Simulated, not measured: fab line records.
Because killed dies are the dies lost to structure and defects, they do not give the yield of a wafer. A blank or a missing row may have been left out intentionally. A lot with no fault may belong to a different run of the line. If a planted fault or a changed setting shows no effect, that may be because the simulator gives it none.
A single fault, viewed from 2 desks	flow berkeley_cmos170	only its own numbers are on each desk; what lay behind them is given at the end

== THE METROLOGY DESK ==
What the gauges read for every lot (on any tool): the sampled wafers with a number, averaged. Any lot whose mean is over 4 standard deviations away from the usual mean is out of limits and marked OUT; that distance is given in the brackets.
Columns: A = NWELL_TW at UCB170_NWELL_TW_MEAS_16, usual 1248; B = PWELL_OXIDE_THK at UCB170_PWELL_THK_MEAS_03, usual 26.4 nm; C = WELLDRIVE_OXIDE_THK at UCB170_WELLDRIVE_THK_MEAS_02, usual 198 nm
lot	first seen here	A	B	C
L151	day 2 16:13	1229	26.0	197
L152	day 3 05:32	1241	26.8	203
L154	day 3 05:32	1263	26.1	196
L153	day 3 05:35	1235	26.2	197
L156	day 3 14:47	1235	25.9	199
L155	day 3 14:50	1231	26.5	197
L157	day 3 23:36	1233	25.9	196
L158	day 3 23:43	1270	27.1	193
L159	day 4 07:19	1237	25.9	195
L160	day 4 13:23	1253	26.4	201
L161	day 4 13:37	1246	26.8	198
L163	day 4 21:23	1234	26.2	180 (-5.1) OUT
L162	day 4 21:51	1242	27.3	179 (-5.5) OUT
This desk's result: L162, L163 out of limits, first on L163 (WELLDRIVE_OXIDE_THK at UCB170_WELLDRIVE_THK_MEAS_02), day 6 07:26. L151, L152, L154, L153, L156, L155, L157, L158, L159, L160, L161 stayed within limits.

== TOOL OWNER'S DESK, furnace-01 ==
The tool's own readings at UCB170_WELLDRIVE_OXIDATION_01 (target thk 199 nm, ox time 9000 s): means of the sampled wafers that have a number, for each lot that ran on this tool. Any lot whose mean is over 4 standard deviations away from the usual mean is out of limits and marked OUT; that distance is given in the brackets.
Columns: A = spike_tc_centre_C at UCB170_WELLDRIVE_OXIDATION_01, usual 1102.2 C; B = spike_tc_load_C at UCB170_WELLDRIVE_OXIDATION_01, usual 1130 C; C = spike_tc_source_C at UCB170_WELLDRIVE_OXIDATION_01, usual 1128.9 C; D = tube_center_temp_C at UCB170_WELLDRIVE_OXIDATION_01, usual 1100 C; E = tube_center_temp_C_max at UCB170_WELLDRIVE_OXIDATION_01, usual 1102.9
lot	first seen here	A	B	C	D	E
L151	day 3 22:17	1102.6	1132	1130.5	1100	1102.8
L155	day 4 22:04	1101.2	1132	1130.2	1100	1103.0
L156	day 4 22:04	1102.0	1133	1130.2	1100	1102.7
L160	day 5 20:06	1102.6	1132	1130.2	1100	1103.1
L161	day 5 20:06	1101.7	1133	1131.2	1100	1103.0
L162	day 6 03:56	1080.9 (-18) OUT	1113 (-5.6) OUT	1111.1 (-8.5) OUT	1080 (-99 or more) OUT	1082.7 (-44) OUT
L163	day 6 03:56	1081.7 (-17) OUT	1113 (-5.6) OUT	1110.7 (-8.7) OUT	1080 (-99 or more) OUT	1082.8 (-44) OUT
This desk finds L162, L163 out of limits, L162 being first, at day 6 03:56 (spike_tc_centre_C at UCB170_WELLDRIVE_OXIDATION_01). L151, L155, L156, L160, L161 stayed within limits.

== TAKEN TOGETHER ==
The tool owner's desk could have raised an alarm at day 6 03:56, on L162, L163.
On L162, L163, the metrology desk was in a position to raise an alarm at day 6 07:26.
Every lot named ran UCB170_WELLDRIVE_OXIDATION_01 on furnace-01.

== WHAT WAS PUT IN BY THE SIMULATOR ==
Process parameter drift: furnace-01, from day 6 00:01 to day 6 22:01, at UCB170_WELLDRIVE_OXIDATION_01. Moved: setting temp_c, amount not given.
Shown lots that were struck: L162, L163.
Time in hours from fault onset to the first out-of-limits reading at each desk: tool owner's desk 4, metrology desk 7.
